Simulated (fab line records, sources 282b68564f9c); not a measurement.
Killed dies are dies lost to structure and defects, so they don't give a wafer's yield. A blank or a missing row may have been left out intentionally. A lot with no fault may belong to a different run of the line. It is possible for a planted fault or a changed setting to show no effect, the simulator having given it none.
One fault seen from 2 desks | flow rit_cmos | each desk holds nothing but its own numbers, with what lay behind them at the end

## METROLOGY DESK
What the gauges read, lot by lot, whatever tool the lot ran on: means of the sampled wafers that have a number. A lot is out of limits, marked OUT, if its mean lies more than 4 standard deviations from the usual mean; the brackets give that distance.
Columns: A = INCOMING_BOW at RIT_ACTIVE_BOW_MEAS_00, usual -1 um; B = SPACER_NITRIDE_THK at RIT_SPACER_THK_MEAS_04, usual 249.3 nm; C = M1_BOW at RIT_M1_BOW_MEAS_16, usual 16 um
lot  | first seen here | A  | B              | C
L647 | day 1 10:00     | 1  | 247.9          | 18
L648 | day 1 15:00     | -6 | 248.7          | 10
L649 | day 1 20:01     | -0 | 250.4          | 15
L650 | day 2 01:00     | -1 | 251.3          | 15
L651 | day 2 06:00     | -0 | 250.9          | 18
L652 | day 2 11:01     | -4 | 252.2          | 12
L653 | day 2 16:02     | -1 | 248.9          | 15
L654 | day 2 21:00     | -7 | 250.6          | 8
L655 | day 3 02:00     | 3  | 250.7          | 20
L656 | day 3 07:00     | 0  | 70.3 (-75) OUT | -4
L660 | day 4 03:01     | 5  | 73.6 (-73) OUT | 1
L665 | day 5 04:01     | -7 | 247.5          | 9
This desk's result: L656, L660 out of limits, first on L656 (SPACER_NITRIDE_THK at RIT_SPACER_THK_MEAS_04), day 4 19:52. L647, L648, L649, L650, L651, L652, L653, L654, L655, L665: within limits.

## THE TOOL OWNER'S DESK: lpcvd-02
The tool's own readings at RIT_SPACER_CVD_03 (deposits Si3N4 from SiH2Cl2/NH3, target thk 250 nm, time 3300 s): means of the sampled wafers that have a number, for each lot that ran on this tool. A lot is out of limits, marked OUT, if its mean lies more than 4 standard deviations from the usual mean; the brackets give that distance.
Columns: A = zone_power_source_pct at RIT_SPACER_CVD_03, usual 19.2 %
lot  | first seen here | A
L648 | day 3 05:26     | 21.2
L649 | day 3 07:38     | 21.1
L651 | day 3 15:44     | 21.0
L654 | day 4 06:27     | 17.9
L655 | day 4 12:36     | 17.8
L656 | day 4 17:58     | 17.9
L660 | day 5 15:15     | 17.8
This desk's verdict: no lot among the 7 shows anything out of limits.

## TAKEN TOGETHER
Metrology desk: alarm possible at day 4 19:52 on L656, L660.
Nothing out of limits was seen by the tool owner's desk.
The tool owner's desk has L656, L660 on record, within its limits.
The lots listed all ran RIT_SPACER_CVD_03 on lpcvd-02.

## WHAT WAS PUT IN BY THE SIMULATOR
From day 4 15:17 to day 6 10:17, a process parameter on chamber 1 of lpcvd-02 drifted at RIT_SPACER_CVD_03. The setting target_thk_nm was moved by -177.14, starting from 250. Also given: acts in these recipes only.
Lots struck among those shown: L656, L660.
Delay in hours, fault start to first out-of-limits reading, per desk: metrology desk 5.
